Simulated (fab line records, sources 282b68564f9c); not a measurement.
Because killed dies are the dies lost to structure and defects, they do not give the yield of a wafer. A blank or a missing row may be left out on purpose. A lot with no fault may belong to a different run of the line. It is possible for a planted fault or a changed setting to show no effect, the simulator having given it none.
fab line records -- flow ritCmos
record lots=6, wafers=18, lastDay=7
route steps=202 shown SDANNEAL@156 PSD@157 NSD@158 PLDD@159 NLDD@160 SILICIDE@161 CONTACT@168 M1@202
lots untouched by any fault: they come from a run of this same line in which no faults occurred
startH: hours from the record's opening day to when the first of the lot's shown wafers began -- waitH: hours elapsed since this lot's preceding step -- " the same as in the row above -- L1.1+2: a row that stands for several wafers -- - no value, or no start was given -- * or withheld: withheld -- < > ~ a bound
route shown NAME@n: NAME is a module with steps in the file, n the number in the route of the first one -- usual: mean/standard deviation of fault-free wafers -- same: alike in all rows -- chamber/n: place in a boat -- sites: readings site by site -- _std_site: how widely they spread, as a standard deviation -- _edge_site: mean of outer sites minus mean of inner sites -- radiusMm: for every site, how far away it sits from the centre of the wafer -- mask NAME#n: copy n -- behind: the most recent tool/chamber to have shaped the wafer -- hold: why the lot went on hold/how many hours it stayed there/how the hold came to an end -- device: transistor that didn't switch, given as n, p or np -- end of line: the same wafers' tests at the end of the route -- a step without rows: its recipe alone -- killed: at the first sort, the dies lost to defects and structure; wafer yield is something else -- map: dies across one wafer; x = killed, . = not, _ = none there
set.NAME: the run value of the setting; set.NAME@STEP: its run value at that earlier step -- model.NAME: the simulator's own value behind a step, which no gauge read
a table for each step, a row for each wafer; lots at some steps of the route
services: when a tool's chamber went out of use (startH, in hours from the record's first day, below 0 if earlier), for how many hours, and the reason
## steps
# step RIT_SDANNEAL_RTA_03
# recipe tempC=1050, timeS=5, idleTempC=600, rampUpCPerS=342, rampDownCPerS=171, coolToC=600, ambient=N2
# usual rampUpCPerS=342.00/0.066, wafer_temp_C_max=1053.5/1.1
lot.wafer,tool,chamber,startH,waitH,rampUpCPerS,wafer_temp_C_max
L638.1,rtpAnneal-02,0,62.90,0.0,342.10,1052.8
L638.3,rtpAnneal-02,0,62.90,0.0,341.99,1053.2
L638.4,rtpAnneal-02,0,62.90,0.0,342.05,1051.9
L642.1,rtpAnneal-02,0,80.53,0.0,342.07,1053.1
L642.5,rtpAnneal-02,0,80.53,0.0,341.94,1053.5
L642.6,rtpAnneal-02,0,80.53,0.0,341.91,1052.7
L643.1,rtpAnneal-01,0,84.99,0.0,342.11,1054.2
L643.4,rtpAnneal-01,0,84.99,0.0,342.10,1053.5
L643.6,rtpAnneal-01,0,84.99,0.0,342.04,1054.8
L653.3,rtpAnneal-01,0,135.82,0.0,341.99,1053.3
L653.4,rtpAnneal-01,0,135.82,0.0,342.01,1052.0
L653.5,rtpAnneal-01,0,135.82,0.0,341.90,1051.3
L659.2,rtpAnneal-01,0,164.63,0.0,341.96,1052.6
L659.3,rtpAnneal-01,0,164.63,0.0,341.95,1053.5
L659.6,rtpAnneal-01,0,164.63,0.0,342.00,1054.0
L660.2,rtpAnneal-02,0,169.76,0.0,341.99,1052.2
L660.5,rtpAnneal-02,0,169.76,0.0,342.04,1054.0
L660.6,rtpAnneal-02,0,169.76,0.0,342.05,1054.8
# step RIT_SDANNEAL_RS_MEAS_04
# recipe thkMeasGauge=four-point-probe
# usual PSD_RS=115.9/0.35
lot.wafer,tool,chamber,startH,waitH,PSD_RS[ohm/sq]
L638.1,filmMetro-04,-,62.96,0.0,115.1
L638.3,filmMetro-04,-,62.96,0.0,115.5
L638.4,filmMetro-04,-,62.96,0.0,115.2
L642.1,filmMetro-03,-,80.59,0.0,116.1
L642.5,filmMetro-03,-,80.59,0.0,115.9
L642.6,filmMetro-03,-,80.59,0.0,116.2
L643.1,filmMetro-03,-,85.05,0.0,116.3
L643.4,filmMetro-03,-,85.05,0.0,115.9
L643.6,filmMetro-03,-,85.05,0.0,116.2
L653.3,filmMetro-03,-,135.90,0.1,116.2
L653.4,filmMetro-03,-,135.90,0.1,115.8
L653.5,filmMetro-03,-,135.90,0.1,116.2
L659.2,filmMetro-02,-,164.70,0.1,115.7
L659.3,filmMetro-02,-,164.70,0.1,115.5
L659.6,filmMetro-02,-,164.70,0.1,115.9
L660.2,filmMetro-04,-,169.83,0.1,115.5
L660.5,filmMetro-04,-,169.83,0.1,115.7
L660.6,filmMetro-04,-,169.83,0.1,115.9
# step RIT_SDANNEAL_RS_MEAS_05
# recipe thkMeasGauge=four-point-probe
# usual NSD_RS=84.5/0.32
lot.wafer,tool,chamber,startH,waitH,NSD_RS[ohm/sq]
L638.1,filmMetro-04,-,63.08,0.1,84.7
L638.3,filmMetro-04,-,63.08,0.1,84.9
L638.4,filmMetro-04,-,63.08,0.1,84.7
L642.1,filmMetro-03,-,80.71,0.1,84.7
L642.5,filmMetro-03,-,80.71,0.1,84.7
L642.6,filmMetro-03,-,80.71,0.1,84.6
L643.1,filmMetro-03,-,85.17,0.1,84.7
L643.4,filmMetro-03,-,85.17,0.1,84.3
L643.6,filmMetro-03,-,85.17,0.1,84.4
L653.3,filmMetro-03,-,136.02,0.1,84.6
L653.4,filmMetro-03,-,136.02,0.1,84.5
L653.5,filmMetro-03,-,136.02,0.1,84.6
L659.2,filmMetro-02,-,164.82,0.1,84.3
L659.3,filmMetro-02,-,164.82,0.1,84.5
L659.6,filmMetro-02,-,164.82,0.1,84.5
L660.2,filmMetro-04,-,169.95,0.1,84.3
L660.5,filmMetro-04,-,169.95,0.1,84.3
L660.6,filmMetro-04,-,169.95,0.1,84.1
# step RIT_SDANNEAL_RS_MEAS_06
# recipe thkMeasGauge=four-point-probe
# usual PLDD_RS=178.5/0.56
lot.wafer,tool,chamber,startH,waitH,PLDD_RS[ohm/sq]
L638.1,filmMetro-04,-,63.20,0.1,177.4
L638.3,filmMetro-04,-,63.20,0.1,177.9
L638.4,filmMetro-04,-,63.20,0.1,178.0
L642.1,filmMetro-03,-,80.83,0.1,178.3
L642.5,filmMetro-03,-,80.83,0.1,177.9
L642.6,filmMetro-03,-,80.83,0.1,178.7
L643.1,filmMetro-03,-,85.29,0.1,178.5
L643.4,filmMetro-03,-,85.29,0.1,179.2
L643.6,filmMetro-03,-,85.29,0.1,178.7
L653.3,filmMetro-03,-,136.14,0.1,178.6
L653.4,filmMetro-03,-,136.14,0.1,178.9
L653.5,filmMetro-03,-,136.14,0.1,178.4
L659.2,filmMetro-02,-,164.94,0.1,177.9
L659.3,filmMetro-02,-,164.94,0.1,177.8
L659.6,filmMetro-02,-,164.94,0.1,178.0
L660.2,filmMetro-04,-,170.07,0.1,177.8
L660.5,filmMetro-04,-,170.07,0.1,178.5
L660.6,filmMetro-04,-,170.07,0.1,178.3
# step RIT_SDANNEAL_RS_MEAS_07
# recipe thkMeasGauge=four-point-probe
# usual NLDD_RS=151.5/0.53
lot.wafer,tool,chamber,startH,waitH,NLDD_RS[ohm/sq]
L638.1,filmMetro-04,-,63.32,0.1,151.8
L638.3,filmMetro-04,-,63.32,0.1,151.4
L638.4,filmMetro-04,-,63.32,0.1,151.7
L642.1,filmMetro-03,-,80.95,0.1,151.2
L642.5,filmMetro-03,-,80.95,0.1,151.8
L642.6,filmMetro-03,-,80.95,0.1,152.1
L643.1,filmMetro-03,-,85.41,0.1,152.3
L643.4,filmMetro-03,-,85.41,0.1,152.3
L643.6,filmMetro-03,-,85.41,0.1,152.0
L653.3,filmMetro-03,-,136.26,0.1,151.4
L653.4,filmMetro-03,-,136.26,0.1,151.0
L653.5,filmMetro-03,-,136.26,0.1,151.0
L659.2,filmMetro-02,-,165.06,0.1,151.3
L659.3,filmMetro-02,-,165.06,0.1,151.4
L659.6,filmMetro-02,-,165.06,0.1,151.0
L660.2,filmMetro-04,-,170.19,0.1,151.2
L660.5,filmMetro-04,-,170.19,0.1,150.7
L660.6,filmMetro-04,-,170.19,0.1,151.2
# step RIT_SILICIDE_WET_ETCH_00
# recipe chemistry=BOE, target=SiO2, targetDepthNm=14, timeS=15, dry=n2Spin, dilution=10:1, tempC=21.5
# step RIT_SILICIDE_SPUTTER_01
# recipe material=Ti, targetThkNm=30, powerW=350, chamberPressurePa=0.667, gas=Ar, timeS=240, substrateTempC=25
# usual throttleValvePct=30.7/0.83
lot.wafer,tool,chamber,startH,waitH,throttleValvePct
L638.1,pvdSputter-04,-,63.45,0.0,31.7
L638.3,pvdSputter-04,-,63.45,0.0,30.1
L638.4,pvdSputter-04,-,63.45,0.0,31.1
L642.1,pvdSputter-01,-,81.08,0.0,30.1
L642.5,pvdSputter-01,-,81.08,0.0,29.8
L642.6,pvdSputter-01,-,81.08,0.0,30.8
L643.1,pvdSputter-04,-,85.54,0.0,31.4
L643.4,pvdSputter-04,-,85.54,0.0,31.3
L643.6,pvdSputter-04,-,85.54,0.0,31.7
L653.3,pvdSputter-01,-,136.35,0.0,29.9
L653.4,pvdSputter-01,-,136.35,0.0,32.1
L653.5,pvdSputter-01,-,136.35,0.0,30.1
L659.2,pvdSputter-01,-,165.17,0.0,30.2
L659.3,pvdSputter-01,-,165.17,0.0,31.0
L659.6,pvdSputter-01,-,165.17,0.0,30.3
L660.2,pvdSputter-04,-,170.30,0.0,31.1
L660.5,pvdSputter-04,-,170.30,0.0,30.3
L660.6,pvdSputter-04,-,170.30,0.0,30.2
# step RIT_SILICIDE_RS_MEAS_02
# recipe thkMeasGauge=four-point-probe, reads=Ti_of_SILICIDE_SPUTTER_01
# usual SILICIDE_TI_RS=47.8/0.73
lot.wafer,tool,chamber,startH,waitH,SILICIDE_TI_RS[ohm/sq]
L638.1,filmMetro-03,-,63.60,0.1,46.6
L638.3,filmMetro-03,-,63.60,0.1,47.7
L638.4,filmMetro-03,-,63.60,0.1,47.2
L642.1,filmMetro-01,-,81.23,0.1,48.4
L642.5,filmMetro-01,-,81.23,0.1,47.4
L642.6,filmMetro-01,-,81.23,0.1,47.9
L643.1,filmMetro-04,-,85.69,0.1,46.9
L643.4,filmMetro-04,-,85.69,0.1,47.1
L643.6,filmMetro-04,-,85.69,0.1,46.2
L653.3,filmMetro-01,-,136.54,0.1,48.3
L653.4,filmMetro-01,-,136.54,0.1,47.5
L653.5,filmMetro-01,-,136.54,0.1,48.6
L659.2,filmMetro-04,-,165.34,0.1,47.0
L659.3,filmMetro-04,-,165.34,0.1,47.5
L659.6,filmMetro-04,-,165.34,0.1,47.2
L660.2,filmMetro-03,-,170.47,0.1,48.0
L660.5,filmMetro-03,-,170.47,0.1,48.6
L660.6,filmMetro-03,-,170.47,0.1,48.6
# step RIT_SILICIDE_THK_MEAS_03
# recipe thkMeasGauge=xrf, reads=Ti_of_SILICIDE_SPUTTER_01
# usual SILICIDE_TI_THK=29.3/0.37
lot.wafer,tool,chamber,startH,waitH,SILICIDE_TI_THK[nm]
L638.1,filmMetro-03,-,63.72,0.1,29.9
L638.3,filmMetro-03,-,63.72,0.1,29.4
L638.4,filmMetro-03,-,63.72,0.1,29.5
L642.1,filmMetro-01,-,81.35,0.1,29.3
L642.5,filmMetro-01,-,81.35,0.1,29.8
L642.6,filmMetro-01,-,81.35,0.1,29.6
L643.1,filmMetro-04,-,85.81,0.1,29.7
L643.4,filmMetro-04,-,85.81,0.1,29.5
L643.6,filmMetro-04,-,85.81,0.1,30.0
L653.3,filmMetro-01,-,136.64,0.1,29.1
L653.4,filmMetro-01,-,136.64,0.1,29.4
L653.5,filmMetro-01,-,136.64,0.1,28.9
L659.2,filmMetro-04,-,165.45,0.1,29.6
L659.3,filmMetro-04,-,165.45,0.1,29.3
L659.6,filmMetro-04,-,165.45,0.1,29.5
L660.2,filmMetro-03,-,170.58,0.1,29.4
L660.5,filmMetro-03,-,170.58,0.1,29.0
L660.6,filmMetro-03,-,170.58,0.1,29.0
# step RIT_SILICIDE_RTA_04
# recipe tempC=650, timeS=10, idleTempC=25, rampUpS=5, rampDownS=5, coolToC=25, ambient=N2
# usual wafer_temp_C_max=653.3/0.69
lot.wafer,tool,chamber,startH,waitH,wafer_temp_C_max
L638.1,rtpAnneal-01,0,63.78,0.1,653.4
L638.3,rtpAnneal-01,0,63.78,0.1,654.1
L638.4,rtpAnneal-01,0,63.78,0.1,654.1
L642.1,rtpAnneal-01,0,81.41,0.1,654.5
L642.5,rtpAnneal-01,0,81.41,0.1,652.9
L642.6,rtpAnneal-01,0,81.41,0.1,653.0
L643.1,rtpAnneal-02,0,85.87,0.1,653.3
L643.4,rtpAnneal-02,0,85.87,0.1,652.8
L643.6,rtpAnneal-02,0,85.87,0.1,653.4
L653.3,rtpAnneal-02,0,136.70,0.1,652.5
L653.4,rtpAnneal-02,0,136.70,0.1,653.5
L653.5,rtpAnneal-02,0,136.70,0.1,652.4
L659.2,rtpAnneal-02,0,165.51,0.1,652.9
L659.3,rtpAnneal-02,0,165.51,0.1,652.9
L659.6,rtpAnneal-02,0,165.51,0.1,652.4
L660.2,rtpAnneal-01,0,170.64,0.1,654.5
L660.5,rtpAnneal-01,0,170.64,0.1,654.8
L660.6,rtpAnneal-01,0,170.64,0.1,653.5
# step RIT_SILICIDE_WET_ETCH_05
# recipe chemistry=SPM, target=Ti, tempC=90, timeS=120, dry=n2Spin
# step RIT_SILICIDE_RTA_06
# recipe tempC=750, timeS=10, idleTempC=25, rampUpS=5, rampDownS=10, coolToC=25, ambient=N2
# usual wafer_temp_C_max=753.8/0.76
lot.wafer,tool,chamber,startH,waitH,wafer_temp_C_max
L638.1,rtpAnneal-02,0,63.89,0.0,755.2
L638.3,rtpAnneal-02,0,63.89,0.0,753.5
L638.4,rtpAnneal-02,0,63.89,0.0,753.4
L642.1,rtpAnneal-02,0,81.52,0.0,754.5
L642.5,rtpAnneal-02,0,81.52,0.0,755.5
L642.6,rtpAnneal-02,0,81.52,0.0,754.2
L643.1,rtpAnneal-01,0,85.98,0.0,754.2
L643.4,rtpAnneal-01,0,85.98,0.0,753.7
L643.6,rtpAnneal-01,0,85.98,0.0,754.0
L653.3,rtpAnneal-01,0,136.81,0.0,754.3
L653.4,rtpAnneal-01,0,136.81,0.0,753.5
L653.5,rtpAnneal-01,0,136.81,0.0,753.5
L659.2,rtpAnneal-01,0,165.62,0.0,752.9
L659.3,rtpAnneal-01,0,165.62,0.0,753.5
L659.6,rtpAnneal-01,0,165.62,0.0,754.4
L660.2,rtpAnneal-02,0,170.75,0.0,753.3
L660.5,rtpAnneal-02,0,170.75,0.0,755.3
L660.6,rtpAnneal-02,0,170.75,0.0,753.8
# step RIT_CONTACT_CVD_00
# recipe material=SiO2, targetThkNm=400, precursor=TEOS, tempC=390, timeS=61, rfW=400
# usual heaterPowerW=308/38, rfFwdPowerW=397.0/1.6
lot.wafer,tool,chamber,startH,waitH,heaterPowerW,rfFwdPowerW
L638.1,pecvd-02,1,63.96,0.1,269,395.8
L638.3,pecvd-02,0,63.96,0.1,327,397.1
L638.4,pecvd-02,2,63.96,0.1,271,393.6
L642.1,pecvd-04,1,81.58,0.1,-,-
L642.5,pecvd-04,0,81.58,0.1,-,-
L642.6,pecvd-04,2,81.58,0.1,-,-
L643.1,pecvd-01,0,86.05,0.1,-,-
L643.4,pecvd-01,2,86.05,0.1,-,-
L643.6,pecvd-01,0,86.05,0.1,-,-
L653.3,pecvd-02,1,136.86,0.0,279,395.7
L653.4,pecvd-02,1,136.86,0.0,312,394.8
L653.5,pecvd-02,2,136.86,0.0,272,396.3
L659.2,pecvd-02,2,165.68,0.0,255,394.8
L659.3,pecvd-02,0,165.68,0.0,301,398.3
L659.6,pecvd-02,1,165.68,0.0,308,396.1
L660.2,pecvd-04,1,170.80,0.0,305,394.7
L660.5,pecvd-04,1,170.80,0.0,322,393.9
L660.6,pecvd-04,0,170.80,0.0,259,395.8
# step RIT_M1_PROBE_99
# usual defectLimitedYield=97.4/1.2, killedAtContacts=0.1/0.27, killedAtFrontEnd=7/3.1, killedDies=7/3.1, killedOnRim=1.8/1.5, killedOpen=3.3/2.1, killedShort=3.5/2, sort_bin_3_pad_short=0.1/0.21, sort_bin_5_function=1.5/0.83, sort_bin_6_memory=1.0/0.65, sortNPass=257/3.1, sortYieldPct=97.4/1.2
# same grossDies=264, killed_at_M0_to_M3=0, killed_at_M4_up=0, killedAtBackSide=0, killedAtOther=0
lot.wafer,tool,chamber,startH,waitH,defectLimitedYield[%],killedAtContacts,killedAtFrontEnd,killedDies,killedOnRim,killedOpen,killedShort,sort_bin_3_pad_short[%],sort_bin_5_function[%],sort_bin_6_memory[%],sortNPass,sortYieldPct[%]
L638.1,prober-01,-,70.85,0.1,97.7,0,6,6,2,1,5,0.4,1.1,0.8,258,97.7
L638.3,prober-01,-,70.95,0.2,96.6,0,9,9,4,4,5,0.4,1.9,1.1,255,96.6
L638.4,prober-01,-,71.00,0.2,100.0,0,0,0,0,0,0,0,0,0,264,100.0
L653.3,prober-02,-,143.33,0.2,98.5,0,4,4,2,3,1,0,0.8,0.8,260,98.5
L653.4,prober-02,-,143.38,0.2,94.7,1,13,14,2,5,9,0,3.4,1.9,250,94.7
L653.5,prober-02,-,143.43,0.2,97.7,0,6,6,1,3,3,0,1.5,0.8,258,97.7
L659.2,prober-01,-,172.09,0.1,97.7,0,6,6,2,2,4,0,1.5,0.8,258,97.7
L659.3,prober-01,-,172.14,0.2,98.1,0,5,5,3,1,4,0,1.5,0.4,259,98.1
L659.6,prober-01,-,172.29,0.2,98.5,0,4,4,1,2,2,0,0.8,0.8,260,98.5
L660.2,prober-02,-,177.54,0.1,97.7,0,6,6,1,3,3,0.4,1.5,0.4,258,97.7
L660.5,prober-02,-,177.69,0.2,99.2,0,2,2,1,0,2,0,0,0.8,262,99.2
L660.6,prober-02,-,177.74,0.2,99.2,0,2,2,0,0,2,0,0.4,0.4,262,99.2
# killed by level:class
L638.1 FOX1:geometricParticle:short=2 GATE:geometricParticle:short=2 GATE:geometricParticle:open=1 REOX:geometricParticle:short=1
L638.3 FOX1:geometricParticle:short=2 FOX1:geometricParticle:open=2 REOX:geometricParticle:short=2 FOX2:geometricParticle:open=1 GATE:geometricParticle:short=1 GATE:geometricParticle:open=1
L638.4
L653.3 FOX1:geometricParticle:short=1 GATE:geometricParticle:open=1 REOX:geometricParticle:open=1 SPACER:geometricParticle:open=1
L653.4 GATE:geometricParticle:short=6 GATE:geometricParticle:open=3 FOX1:geometricParticle:short=1 REOX:geometricParticle:short=1 SPACER:geometricParticle:open=1 SILICIDE:geometricParticle:short=1 CONTACT:geometricParticle:open=1
L653.5 GATE:geometricParticle:open=2 GATE:geometricParticle:short=1 REOX:geometricParticle:short=1 SPACER:geometricParticle:open=1 SILICIDE:geometricParticle:short=1
L659.2 GATE:geometricParticle:open=1 GATE:geometricParticle:short=1 REOX:geometricParticle:short=1 SPACER:geometricParticle:short=1 SILICIDE:geometricParticle:short=1 SILICIDE:geometricParticle:open=1
L659.3 FOX2:geometricParticle:short=2 FOX1:geometricParticle:short=1 GATE:geometricParticle:open=1 GATE:geometricParticle:short=1
L659.6 REOX:geometricParticle:open=1 REOX:geometricParticle:short=1 SILICIDE:geometricParticle:open=1 SILICIDE:geometricParticle:short=1
L660.2 GATE:geometricParticle:open=2 REOX:geometricParticle:short=2 FOX2:geometricParticle:open=1 GATE:geometricParticle:short=1
L660.5 FOX1:geometricParticle:short=1 GATE:geometricParticle:short=1
L660.6 FOX1:geometricParticle:short=1 GATE:geometricParticle:short=1
## services
tool,chamber,startH,hours,kind
pecvd-04,-,63.81,2.8,pm
pvdSputter-04,-,67.49,6.4,repair
pecvd-01,-,74.80,1.9,repair
pecvd-04,2,98.56,-,calibration
pvdSputter-04,-,138.15,4.2,repair
pecvd-01,1,143.68,2.4,repair
pvdSputter-01,-,169.29,2.1,repair
## key
firstSign step=RIT_CONTACT_CVD_00, reading=toolRecord, direction=missing
effect none on later readings
metAt RIT_CONTACT_CVD_00
struckWafers L642.1,L642.5,L642.6,L643.1,L643.4,L643.6
scrappedBehind RIT_CONTACT_THK_MEAS_01 L642.1,L642.5,L642.6,L643.1,L643.4,L643.6
fault kind=skippedStepWhole, tool=pecvd-01,pecvd-04, chamber=-, onsetH=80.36, steps=RIT_CONTACT_CVD_00, scope=struckLotsOnly
